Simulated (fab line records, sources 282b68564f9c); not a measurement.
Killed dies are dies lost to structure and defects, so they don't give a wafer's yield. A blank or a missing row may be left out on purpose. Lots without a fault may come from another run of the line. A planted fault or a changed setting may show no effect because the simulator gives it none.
Split-lot experiment | flow rit_cmos | 5 lots, 23 wafers read, on a route of 202 steps

THE SPLIT
At RIT_SDANNEAL_RTA_03 (time 5 s), the setting time_s was moved away from the recipe's 5 s on 9 of the 23 wafers read, by -9.4% to +9.9%. The other wafers ran this setting at the recipe's value.

FROM THE SPLIT TO THE READING: what the file shows between them, 2 steps
- RIT_SDANNEAL_RS_MEAS_04: measures by four-point-probe
- RIT_SDANNEAL_RS_MEAS_05: measures by four-point-probe

THE READING
PLDD_RS, in ohm/sq, at RIT_SDANNEAL_RS_MEAS_06 (measures by four-point-probe). Fault-free wafers of this fab line usually give 178.8 ohm/sq, standard deviation 0.52 ohm/sq.

wafer  | tool, chamber at the split | time_s as run, s | against the recipe | PLDD_RS, ohm/sq | against lot-mates on the recipe
L077.2 | rtp_anneal-02, 0           | 4.619            | -7.6%              | 179.1           | +0.9
L077.3 | rtp_anneal-02, 0           | 5                | recipe             | 177.8           | -
L077.4 | rtp_anneal-02, 0           | 5                | recipe             | 178.6           | -
L077.5 | rtp_anneal-02, 0           | 4.619            | -7.6%              | 179.6           | +1.4
L077.6 | rtp_anneal-02, 0           | 4.619            | -7.6%              | 179.4           | +1.2
L079.1 | rtp_anneal-02, 0           | 5.497            | +9.9%              | 177.5           | -1.6
L079.3 | rtp_anneal-02, 0           | 5.497            | +9.9%              | 177.5           | -1.6
L079.4 | rtp_anneal-02, 0           | 5                | recipe             | 179.2           | -
L079.5 | rtp_anneal-02, 0           | 5.497            | +9.9%              | 178.3           | -0.8
L079.6 | rtp_anneal-02, 0           | 5                | recipe             | 179.1           | -
L082.1 | rtp_anneal-01, 0           | 4.532            | -9.4%              | 180.6           | +2.2
L082.3 | rtp_anneal-01, 0           | 5                | recipe             | 178.2           | -
L082.4 | rtp_anneal-01, 0           | 5                | recipe             | 178.5           | -
L082.5 | rtp_anneal-01, 0           | 4.532            | -9.4%              | 180.4           | +2.1
L082.6 | rtp_anneal-01, 0           | 4.532            | -9.4%              | 180.2           | +1.8
L083.4 | rtp_anneal-02, 0           | 5                | recipe             | 179.1           | -
L083.5 | rtp_anneal-02, 0           | 5                | recipe             | 178.4           | -
L083.6 | rtp_anneal-02, 0           | 5                | recipe             | 178.8           | -
L084.2 | rtp_anneal-01, 0           | 5                | recipe             | 179.5           | -
L084.3 | rtp_anneal-01, 0           | 5                | recipe             | 179.9           | -
L084.4 | rtp_anneal-01, 0           | 5                | recipe             | 179.5           | -
L084.5 | rtp_anneal-01, 0           | 5                | recipe             | 179.5           | -
L084.6 | rtp_anneal-01, 0           | 5                | recipe             | 179.2           | -

THE FIT
A straight line over all 23 wafers: PLDD_RS changes by -0.117 ohm/sq for each +1% of time_s; r = -0.78; the points scatter about the line by 0.54 ohm/sq.
The same after taking each lot's own level away (the mean of its wafers on the recipe; 23 wafers): -0.169 ohm/sq for each +1%; r = -0.95; scatter 0.33 ohm/sq.
On that fit, the largest move of time_s shifts the reading by 1.7 ohm/sq.
The lots' own levels span 178.20 to 179.52 ohm/sq, that is 2.5 times the standard deviation above.
So the lot-to-lot level blurs the effect unless lot-mates are compared.
Check: with one of the wafers moved furthest among these (+9.9%) left out of the fit, the line predicts -1.58 ohm/sq for it against its lot-mates. It came out at -1.65 ohm/sq against them.

OTHER SPLITS ON THESE WAFERS
These wafers also went through other splits before the reading. Each is held against what the fit with the lots' levels taken away leaves over:
other split on the same wafers | wafers away from the commonest value | r with PLDD_RS (lot level and that fit taken away)
RIT_PSD_COAT_01 spin_rpm       | 11                                   | +0.28

THE WHOLE CHAIN: every reading that the file lists as answering this split, in the file's order
step                    | what it does                 | reading | change (the file's fit)            | r (the file's)
RIT_SDANNEAL_RS_MEAS_04 | measures by four-point-probe | PSD_RS  | -0.142 for each +1% of the setting | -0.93
RIT_SDANNEAL_RS_MEAS_06 | measures by four-point-probe | PLDD_RS | -0.173 for each +1% of the setting | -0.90

THE FILE'S OWN FIT
PLDD_RS changes by -0.173 ohm/sq for each +1% of time_s, r = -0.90.
